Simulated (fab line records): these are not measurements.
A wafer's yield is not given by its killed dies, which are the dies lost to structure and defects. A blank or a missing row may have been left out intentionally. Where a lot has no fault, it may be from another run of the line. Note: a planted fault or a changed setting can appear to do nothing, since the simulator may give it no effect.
Code-filled problem report in 8D (eight disciplines) form    flow rit cmos    the parts of the form that need people (team, actions taken, sign-off) are left out

1. WHAT IS WRONG
PWELL_TW at RIT_PWELL_TW_MEAS_10 reads a mean of 2024 on 6 wafers of 2 lots; wafers without a fault read 961 with a standard deviation of 8.3. That is +99 or more standard deviations from the usual mean.
Seen first at day 6 16:34 on film metro-02, wafer L399.4. The record has a number at this step for 42 wafers belonging to 14 lots. The rule behind "out" and "out of limits": a value lying over 4 standard deviations away from the usual mean. All remaining wafers that have a number are taken as sound.

2. WHAT THIS IS AND IS NOT
question                     is                            is not
which readings at this step  PWELL_TW                      -
which lots                   L399, L400                    L378, L379, L381, L382, L383, L384, L385, L386, L388, L390, L395, L401
which wafers of those lots   all that have a number        -
read on which gauges         film metro-01, film metro-02  film metro-04
when                         from day 6 16:34              up to then (33 sound wafers); but 3 sound wafers of L401 came after

3. SUSPECTS, AND WHAT RULES EACH OUT
Counting: a tool at any process step up to the reading remains a suspect when it ran all the lots that are out and ran no sound lot after the first of those.
- the gauge at RIT_PWELL_TW_MEAS_10 is ruled out. The wafers that are out were read on 2 gauges (film metro-01, film metro-02).
- litho track-04 at RIT_NWELL_COAT_01 (resist thk 1300 nm): kept. Every lot that is out went through it, starting with L399 (day 6 13:35), and after that it ran no sound lot; the last sound lot it ran before then is L388 (day 4 03:22).
After counting, what remains is litho track-04 at RIT_NWELL_COAT_01.

4. THE CAUSE (what the simulator had put in)
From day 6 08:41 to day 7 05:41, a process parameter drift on litho track-04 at RIT_NWELL_COAT_01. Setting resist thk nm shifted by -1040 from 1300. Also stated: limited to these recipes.
The count eliminated every tool but this one.

5. THE CHAIN OF EFFECTS, in route order
One row per reading whose mean, taken over the struck wafers that have a number, lies over 3 standard deviations from the usual. Only readings for which the record gives a usual standard deviation are gone through. hours: the time from each lot's start at the first step in this table that gives one to its start at this step, as a median over the lots. sigmas: the change in usual standard deviations.
hours  step                  reading   usual  on struck wafers  change  sigmas
0      RIT_PWELL_TW_MEAS_10  PWELL_TW  961    2024              +1063   +99 or more

6. WHAT WOULD HAVE CAUGHT IT SOONER
8 hours passed between the start of the fault at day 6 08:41 and the first reading out of limits at a measuring or inspecting step in this record, taken at day 6 16:34.
Of the tool readings at RIT_NWELL_COAT_01 for which the record gives a usual standard deviation, none was out on any struck wafer, so an alarm limit of 4 standard deviations on them would not have fired.
Among the 2 lots that are out, L400 began RIT_NWELL_COAT_01 on litho track-04 after day 6 16:34. A tool hold placed at that time would have kept it from harm.
